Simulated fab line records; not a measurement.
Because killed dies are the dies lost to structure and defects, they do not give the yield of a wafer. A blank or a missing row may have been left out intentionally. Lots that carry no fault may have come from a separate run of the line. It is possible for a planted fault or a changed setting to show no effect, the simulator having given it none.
What tool caused it? ; flow rit_cmos ; 6 lots with 18 wafers sampled at 2 steps, on a route of 202 steps

== WHAT THE GAUGES SHOWED, per wafer ==
RIT_PWELL_OVL_MEAS_06.
lot;measured;on;PWELL_OVL (nm)
L375;day 2 03:29;overlay-01;2.5 1.2 1.6
L377;day 2 13:07;overlay-01;419.6 419.0 418.2
L380;day 3 03:52;overlay-01;419.0 420.8 419.1
L386;day 4 11:03;overlay-02;2.0 2.2 1.1
L392;day 5 20:32;overlay-01;2.9 1.9 1.7
L396;day 6 15:48;overlay-01;3.0 0.6 2.7

== WHAT TOOL EACH LOT RAN ON (gives the tool, then ch and the chambers of the sampled wafers, and finally the start) ==
lot;RIT_PWELL_EXPOSE_03
L375;iline_stepper-01 ch 0, day 2 03:04
L377;iline_stepper-02 ch 0, day 2 12:41
L380;iline_stepper-02 ch 0, day 3 03:26
L386;iline_stepper-01 ch 0, day 4 10:38
L392;iline_stepper-01 ch 0, day 5 20:07
L396;iline_stepper-01 ch 0, day 6 15:23
- RIT_PWELL_EXPOSE_03: exposes mask M3, target cd 43700 nm.

== THE ANSWER, worked out from the rows above alone ==
Rule: what is usual is taken from the lots themselves. The widest of any qualifying gaps counts: lots, ordered by their means at a reading, are off when they make up no more than a third of the lots, leave a main group of 4 or more, and stand apart from it by 3 or more times the standard deviation of that group's means. A main group is skipped when, at the precision printed for the reading in the tables above, its means are all equal. Also off: a lot with no number at a reading for which 4 or more lots have one. All remaining lots with rows at the step are treated as sound.
Off: at RIT_PWELL_OVL_MEAS_06 (PWELL_OVL), L377, L380. Mean 1.9 nm and standard deviation 0.18 in the main group.
A tool fits if, at a process step before that reading, it ran every lot that is off, and no sound lot after the first of them. The gauges at RIT_PWELL_OVL_MEAS_06 are tried like those tools. One candidate fits, namely iline_stepper-02 at RIT_PWELL_EXPOSE_03. It ran no sound lot before its first lot that is off in this sample, so the start can't be narrowed down.

== WHAT THE SIMULATOR PUT IN ==
Scanner matching overlay: iline_stepper-02, from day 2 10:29 on, at RIT_PWELL_EXPOSE_03. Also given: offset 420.
Shown lots that were struck: L377, L380. The rule above found the same.
